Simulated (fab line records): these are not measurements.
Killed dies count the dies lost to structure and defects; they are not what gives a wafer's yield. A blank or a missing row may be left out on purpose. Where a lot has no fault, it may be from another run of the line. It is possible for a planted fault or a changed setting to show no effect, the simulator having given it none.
Which tool did it?    flow berkeley_cmos170    14 lots, 42 wafers sampled, at 2 steps of a route of 331

## WHAT THE GAUGES READ, wafer by wafer
UCB170_CONTACT_CD_MEAS_90: the cd target is 700 nm. Usual: cd_nm 700.3 nm, standard deviation 1.5.
lot   measured      on         cd_nm (nm)         flag
L747  day 8 04:36   cd_sem-01  700.7 703.4 703.1  
L748  day 8 20:32   cd_sem-01  700.9 700.5 700.8  
L751  day 9 13:27   cd_sem-01  702.1 700.2 700.3  
L750  day 9 13:31   cd_sem-02  697.6 701.5 698.6  
L753  day 9 14:49   cd_sem-02  - - -              OFF
L756  day 10 07:00  cd_sem-02  - - -              OFF
L761  day 11 05:14  cd_sem-01  696.9 698.2 697.5  
L764  day 12 00:46  cd_sem-01  698.9 698.9 699.3  
L766  day 12 02:15  cd_sem-02  702.7 702.4 702.9  
L765  day 12 02:47  cd_sem-02  698.4 697.3 700.8  
L763  day 12 03:20  cd_sem-01  702.5 701.2 702.3  
L769  day 12 18:52  cd_sem-01  700.5 699.3 698.5  
L767  day 12 18:59  cd_sem-01  701.6 698.5 701.0  
L770  day 12 22:45  cd_sem-01  700.4 700.4 700.3  

## WHAT TOOL EACH LOT RAN ON (gives the tool, then ch and the chambers of the sampled wafers, and finally the start)
lot   UCB170_CONTACT_ETCH_18
L747  rie_diel-03 ch 1,3, day 8 04:00
L748  rie_diel-03 ch 2,3, day 8 20:00
L751  rie_diel-01 ch 0,1,2, day 9 13:00
L750  rie_diel-03 ch 1,3, day 9 13:00
L753  rie_diel-02 ch 0,1,3, day 9 14:00
L756  rie_diel-01 ch 1,2,3, day 10 06:00
L761  rie_diel-02 ch 0,1,2, day 11 05:00
L764  rie_diel-01 ch 0,2,3, day 12 00:00
L766  rie_diel-02 ch 2,3, day 12 01:00
L765  rie_diel-03 ch 0,1,3, day 12 02:00
L763  rie_diel-03 ch 2,3, day 12 03:00
L769  rie_diel-01 ch 0,2,3, day 12 18:00
L767  rie_diel-02 ch 1,3, day 12 18:00
L770  rie_diel-02 ch 1,2,3, day 12 22:00
- UCB170_CONTACT_ETCH_18: etches PSG in CHF3/CF4/Ar, stops on TiSi2, target depth 840 nm, time 195 s.

## AS READ BY THE TOOLS THEMSELVES (means over the sampled wafers that have a number; for cases with no such wafer, the mark the record gives instead)
UCB170_CONTACT_ETCH_18. Usual: CHF3_flow_sccm 45.00 sccm, standard deviation 0.13; cf4_flow_sccm 15.00 sccm, standard deviation 0.047; drypump_motor_current_A 5.6 A, standard deviation 0.33; oes_product_au 0.896 a.u., standard deviation 0.013; throttle_valve_pct 6.95 %, standard deviation 0.14.
lot   tool         CHF3_flow_sccm (sccm)  cf4_flow_sccm (sccm)  drypump_motor_current_A (A)  oes_product_au (a.u.)  throttle_valve_pct (%)  flag
L747  rie_diel-03  45.04                  15.03                 5.7                          0.886                  6.85                    
L748  rie_diel-03  45.05                  15.05                 5.6                          0.896                  6.74                    
L751  rie_diel-01  44.87                  15.01                 5.3                          0.899                  7.02                    
L750  rie_diel-03  44.99                  14.99                 5.9                          0.878                  6.96                    
L753  rie_diel-02  -                      -                     -                            -                      -                       OFF
L756  rie_diel-01  -                      -                     -                            -                      -                       OFF
L761  rie_diel-02  45.01                  15.04                 5.8                          0.894                  6.94                    
L764  rie_diel-01  44.94                  14.98                 5.2                          0.898                  6.92                    
L766  rie_diel-02  45.11                  14.99                 6.1                          0.892                  7.02                    
L765  rie_diel-03  45.03                  14.99                 5.8                          0.896                  6.90                    
L763  rie_diel-03  44.92                  15.02                 5.7                          0.908                  6.73                    
L769  rie_diel-01  45.03                  15.01                 5.2                          0.884                  6.91                    
L767  rie_diel-02  44.85                  15.06                 5.6                          0.887                  6.98                    
L770  rie_diel-02  45.04                  14.97                 5.9                          0.893                  6.98                    

## THE ANSWER, worked out from the rows above alone
Rule: a lot is off if the mean of its wafers that have a number lies more than 3 standard deviations from the usual mean. Also off: a lot with no number at a reading for which 4 or more lots have one. The other lots that the step has rows for count as sound. After the gauges, taken in route order, come the tools' own readings; for these a lot's mean is taken, as printed above. The first step at which some lot is off is used, and at that step the reading that is off furthest; a lot without a number counts as furthest.
Off: L753, L756, at UCB170_CONTACT_CD_MEAS_90 (cd_nm). Without a number there: L753, L756.
A tool fits if, at a process step before that reading, it ran every lot that is off, and no sound lot after the first of them. The gauges at UCB170_CONTACT_CD_MEAS_90 aren't tried: what is off there is off at UCB170_CONTACT_ETCH_18 too, on other tools, and a gauge's error can't cause that. Of those tried, none fits.

## WHAT WAS PUT IN BY THE SIMULATOR
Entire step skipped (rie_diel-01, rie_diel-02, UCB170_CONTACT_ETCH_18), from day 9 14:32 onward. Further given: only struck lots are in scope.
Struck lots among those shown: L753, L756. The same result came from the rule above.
